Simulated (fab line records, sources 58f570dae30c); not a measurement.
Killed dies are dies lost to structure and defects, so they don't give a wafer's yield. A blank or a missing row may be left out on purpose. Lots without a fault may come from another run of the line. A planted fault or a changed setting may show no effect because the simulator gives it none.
Chamber matching | flow berkeley_cmos170 | UCB170_GATE_ETCH_15 on rie_si-01: 4 sister chambers
The step etches poly-Si in HBr/Cl2, stops on SiO2, time 56.3 s, target depth 278.2 nm. 4 wafers are shown with their chamber, then 7 later ones without.

WAFERS WITH THEIR CHAMBER
wafer  | chamber | drypump_motor_current_A (A)
L475.5 | 3       | 4.90
L479.2 | 2       | 5.00
L479.3 | 0       | 5.32
L479.5 | 1       | 5.51

WAFERS WITHOUT THEIR CHAMBER
wafer  | drypump_motor_current_A (A)
L483.6 | 4.90
L485.2 | 4.90
L485.5 | 5.27
L485.6 | 5.49
L486.1 | 5.50
L486.2 | 5.28
L486.4 | 4.90

WHICH CHAMBER EACH WENT THROUGH
wafer  | from the rows above | in truth
L483.6 | 3                   | 3
L485.2 | 3                   | 3
L485.5 | 0                   | 0
L485.6 | 1                   | 1
L486.1 | 1                   | 1
L486.2 | 0                   | 0
L486.4 | 3                   | 3
Placed correctly: 7 of 7. Can't be placed from these rows: 0. Placed wrongly: 0.
How it was worked out, from the rows above alone: a wafer's distance from a chamber is the root of the sum, over the readings, of the square of ((its reading less the chamber's mean) divided by the reading's scatter). The wafer belongs to the nearest chamber; if the next one is less than 2 further off, it can't be placed. A chamber's mean is the mean of its shown wafers. The scatter: with one shown wafer a chamber, the root of the mean of the squares of how far each hidden wafer lies from its nearest shown one.
